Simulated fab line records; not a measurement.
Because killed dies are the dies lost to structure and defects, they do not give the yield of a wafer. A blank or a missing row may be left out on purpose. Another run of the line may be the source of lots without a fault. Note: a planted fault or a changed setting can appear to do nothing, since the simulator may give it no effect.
A lot that was struck, set against a sound lot	flow berkeley_cmos170	31 out of 331 route steps
Sound: the wafers L440.1, L440.4, L440.6. Struck: wafers L447.1, L447.6 (left out: L447.3, a lot-mate that was not struck); the cause follows at the end.
Each step with rows lists, per side, the tool, then ch with its chambers, then its first start. Under that, the readings that differ: sound wafers	struck wafers	difference of the means	sigmas: that difference in standard deviations of wafers without a fault.
alike: words and numbers the same on both sides, and readings whose means are apart by under 2 such deviations; not compared: readings that were withheld, readings missing a value for some wafer, numbers with overlapping values and no deviation given by the record, and bounds like >300 which may hide the same value.
A row with sigmas, a row that says differs or no value, or rows on one side alone: a step with any of these is where the two part. Numbers that have no deviation but don't overlap get no sigmas and don't part them. A reading that every wafer of one side lacks parts them only if that side has two wafers or more.

first, 6 steps without rows for these wafers: UCB170_V1_HMDS_06 (prime time 60 s); UCB170_V1_COAT_07 (resist thk 900 nm); UCB170_V1_SOFTBAKE_08 (time 60 s); UCB170_V1_EXPOSE_09 (exposes mask VIA1, target cd 700 nm); UCB170_V1_PEB_10; UCB170_V1_DEVELOP_11 (develop time 45 s).
UCB170_V1_CD_MEAS_12: the cd target is 700 nm.
  sound: cd_sem-01 at day 10 06:08; struck: cd_sem-01 at day 11 00:20
  alike: cd_nm
UCB170_V1_OVL_MEAS_13:
  sound: overlay-02 at day 10 06:15; struck: overlay-02 at day 11 00:27
  alike: V1_OVL
UCB170_V1_ETCH_14: etches SiO2 in CHF3/CF4/Ar, stops on Al, target depth 1250 nm, time 291 s.
  sound on rie_diel-03 ch 0,3, day 10 06:17; struck on rie_diel-01 ch 1,2, day 11 00:29
  alike: drypump_motor_current_A, oes_product_au, throttle_valve_pct
  not compared: rf_hours_counter_h
UCB170_V1_STRIP_15: strips in O2.
  sound on plasma_asher-04 ch 0,1, day 10 06:28; struck on plasma_asher-04 ch 0, day 11 00:40
  alike: drypump_motor_current_A, oes_product_au, strip_time_to_endpoint_s
  not compared: rf_hours_counter_h
UCB170_V1_CD_MEAS_90: the cd target is 700 nm.
  sound: cd_sem-01 at day 10 06:34; struck: cd_sem-01 at day 11 00:47
  alike: cd_nm
then, 1 step without rows for these wafers: UCB170_M2_PRE_CLEAN_00 (preclean etch time 60 s).
UCB170_M2_SPUTTER_01: material Al, target thk 900 nm, time 120 s.
  sound: pvd_sputter-04 at day 10 06:45; struck: pvd_sputter-03 at day 11 00:59
reading	sound	struck	difference	sigmas
model.Al_of_M2_SPUTTER_01.thk_nm (nm)	903.9 906.6 908.5	553.2 551.3	-354.1	
  alike: throttle_valve_pct
UCB170_M2_RS_MEAS_02: measurement is done with a four-point probe.
  sound: film_metro-04 at day 10 06:50; struck: film_metro-03 at day 11 01:21
reading	sound	struck	difference	sigmas
M2_AL_RS (ohm/sq)	0.0320 0.0320 0.0319	0.0528 0.0530	+0.0209	+58
  not compared: hold
UCB170_M2_THK_MEAS_03: measures by xrf.
  sound: film_metro-04 at day 10 06:57; struck: film_metro-03 at day 11 07:49
reading	sound	struck	difference	sigmas
M2_AL_THK (nm)	899 901 900	549 545	-353	-32
  not compared: hold
then, 2 steps without rows for these wafers: UCB170_M2_COAT_05 (resist thk 900 nm); UCB170_M2_SOFTBAKE_06 (time 60 s).
UCB170_M2_STRIP_07: strips in O2.
  sound on plasma_asher-02 ch 0,1, day 10 07:44; struck on plasma_asher-04 ch 0,1, day 11 11:58
reading	sound	struck	difference	sigmas
strip_time_to_endpoint_s (s)	22.04 21.96 21.90	21.85 21.84	-0.12	-2
  alike: drypump_motor_current_A, oes_product_au
  not compared: rf_hours_counter_h
then, 7 steps without rows for these wafers: UCB170_M2_STRIP_08 (strips KrF in DMSO, time 600 s); UCB170_M2_COAT_09; UCB170_M2_COAT_10 (resist thk 900 nm); UCB170_M2_SOFTBAKE_11 (time 60 s); UCB170_M2_EXPOSE_12 (exposes mask METAL2, target cd 700 nm); UCB170_M2_PEB_13; UCB170_M2_DEVELOP_14 (develop time 45 s).
UCB170_M2_CD_MEAS_15: the cd target is 700 nm.
  sound: cd_sem-01 at day 10 09:26; struck: cd_sem-01 at day 11 13:05
  alike: cd_nm
UCB170_M2_OVL_MEAS_16:
  sound: overlay-01 at day 10 09:33; struck: overlay-02 at day 11 13:12
  alike: M2_OVL
UCB170_M2_ETCH_17: etches BARC in N2/H2.
  sound on rie_diel-01 ch 0,2,3, day 10 09:35; struck on rie_diel-04 ch 3, day 11 13:14
  alike: drypump_motor_current_A, n2_flow_sccm, oes_product_au, throttle_valve_pct
UCB170_M2_METAL_ETCH_18: etches Al in Cl2/BCl3, stops on SiO2, target depth 1170 nm, time 195 s.
  sound on rie_metal-02 ch 0,1, day 10 09:38; struck on rie_metal-01 ch 0,1, day 11 13:16
reading	sound	struck	difference	sigmas
oes_product_au (a.u.)	0.863 0.858 0.863	0.677 0.670	-0.188	-20
  alike: drypump_motor_current_A, throttle_valve_pct
  not compared: rf_hours_counter_h
UCB170_M2_STRIP_19: strips in O2.
  sound on plasma_asher-02 ch 0,1, day 10 09:49; struck on plasma_asher-04 ch 0, day 11 13:28
  alike: drypump_motor_current_A, oes_product_au
  not compared: rf_hours_counter_h
UCB170_M3_PROBE_99:
  sound: prober-02 at day 10 15:50; struck: prober-01 at day 11 18:34
reading	sound	struck	difference	sigmas
model.etest.antenna_m2.vt_shift_v (V)	-0.01074 -0.01613 -0.01174	-0.02311 -0.02521	-0.01129	

WHERE THEY PART
First at UCB170_M2_RS_MEAS_02; last, within this record, at UCB170_M2_METAL_ETCH_18. Later steps at which nothing parts them and some readings are alike: UCB170_M2_STRIP_19.

WHY: what the simulator had put in
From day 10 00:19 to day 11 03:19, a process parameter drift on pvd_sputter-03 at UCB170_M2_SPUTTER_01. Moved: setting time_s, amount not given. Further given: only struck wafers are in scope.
